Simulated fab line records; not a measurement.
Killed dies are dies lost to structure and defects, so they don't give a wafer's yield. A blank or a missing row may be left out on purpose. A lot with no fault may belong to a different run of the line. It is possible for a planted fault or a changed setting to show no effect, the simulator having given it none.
Comparing a struck lot with a sound one + flow rit_cmos + 15 steps out of a route of 202
Sound: the wafers L602.3, L602.4, L602.6. Struck: wafers L610.2, L610.4, L610.6. The cause is given at the end.
Order at every step that has rows: each side's tool, ch and its chambers, its first start. Under that, the readings that differ: sound wafers + struck wafers + difference of the means + sigmas: that difference in standard deviations of wafers without a fault.
alike: readings whose means differ by less than 2 such deviations, and words and numbers that are the same on both sides. not compared: withheld readings, readings that some wafer has no value for, bounds like >300 that may hide the same value, and numbers for which the record gives no deviation and whose values overlap.
The two part at a step that has a row with sigmas, a row that says differs or no value, or rows on one side only. Non-overlapping numbers with no deviation appear without sigmas and do not part them. A reading that every wafer of one side lacks parts them only if that side has two wafers or more.

RIT_GATE_THK_MEAS_07:
  struck on film_metro-04, day 6 09:47; sound on film_metro-04, day 4 18:01
  alike: GATE_OXIDE_THK
then, 1 step without rows for these wafers: RIT_GATE_CVD_08 (deposits poly-Si from SiH4, target thk 250 nm, time 2220 s).
RIT_GATE_THK_MEAS_09:
  struck on film_metro-01, day 6 12:16; sound on film_metro-01, day 4 19:41
| reading            | sound             | struck            | difference | sigmas |
|--------------------|-------------------|-------------------|------------|--------|
| GATE_POLY_THK (nm) | 253.2 255.2 255.9 | 247.0 248.7 245.5 | -7.7       | -3     |
then, 6 steps without rows for these wafers: RIT_GATE_HMDS_10 (prime time 60 s); RIT_GATE_COAT_11 (resist thk 850 nm); RIT_GATE_SOFTBAKE_12 (time 60 s); RIT_GATE_EXPOSE_13 (exposes mask M6, target cd 150 nm); RIT_GATE_PEB_14; RIT_GATE_DEVELOP_15 (develop time 50 s).
RIT_GATE_CD_MEAS_16: target cd 150 nm.
  struck on cd_sem-02, day 6 13:11; sound on cd_sem-01, day 4 20:37
  alike: cd_nm
RIT_GATE_OVL_MEAS_17:
  struck on overlay-02, day 6 13:18; sound on overlay-01, day 4 20:43
  alike: GATE_OVL
then, 1 step without rows for these wafers: RIT_GATE_HARDBAKE_18 (time 60 s).
RIT_GATE_ETCH_19: etches poly-Si in SF6/CHF3/O2, stops on SiO2, time 165 s, target depth 312.5 nm.
  sound on rie_si-02 ch 2,3, day 4 20:53; struck on rie_si-01 ch 1,3, day 6 13:29
| reading                                   | sound             | struck               | difference | sigmas |
|-------------------------------------------|-------------------|----------------------|------------|--------|
| oes_product_au (a.u.)                     | 0.859 0.861 0.870 | 0.898 0.882 0.899    | +0.030     | +3     |
| over_etch_frac                            | 0.25 0.25 0.25    | 0.1903 0.1903 0.1903 | -0.0597    |        |
| model.NOVOLAK_of_GATE_COAT_11.thk_nm (nm) | 667.4 665.9 669.7 | 674.7 671.9 671.7    | +5.1       |        |
  alike: chamber_pressure_mTorr, drypump_motor_current_A, throttle_valve_pct
  not compared: rf_hours_counter_h
RIT_GATE_STRIP_20: strips in O2, time 180 s.
  sound on plasma_asher-03 ch 0,1, day 4 21:03; struck on plasma_asher-01 ch 0,1, day 6 13:35
  alike: chamber_pressure_mTorr, drypump_motor_current_A, o2_flow_sccm
  not compared: rf_hours_counter_h
RIT_M1_PROBE_99:
  struck on prober-01, day 7 10:23; sound on prober-01, day 5 17:46
| reading            | sound | struck | difference | sigmas |
|--------------------|-------|--------|------------|--------|
| killed_at_M0_to_M3 | 0 0 0 | 1 0 1  | +1         | +3     |
  alike: killed_at_front_end, killed_dies, killed_open, killed_short
  not compared: model.etest.poly_comb_over_steps.leak_log10_a_um

WHERE THEY PART
Last at RIT_M1_PROBE_99 as far as this record goes, first at RIT_GATE_THK_MEAS_09.

WHY: what had been put in by the simulator
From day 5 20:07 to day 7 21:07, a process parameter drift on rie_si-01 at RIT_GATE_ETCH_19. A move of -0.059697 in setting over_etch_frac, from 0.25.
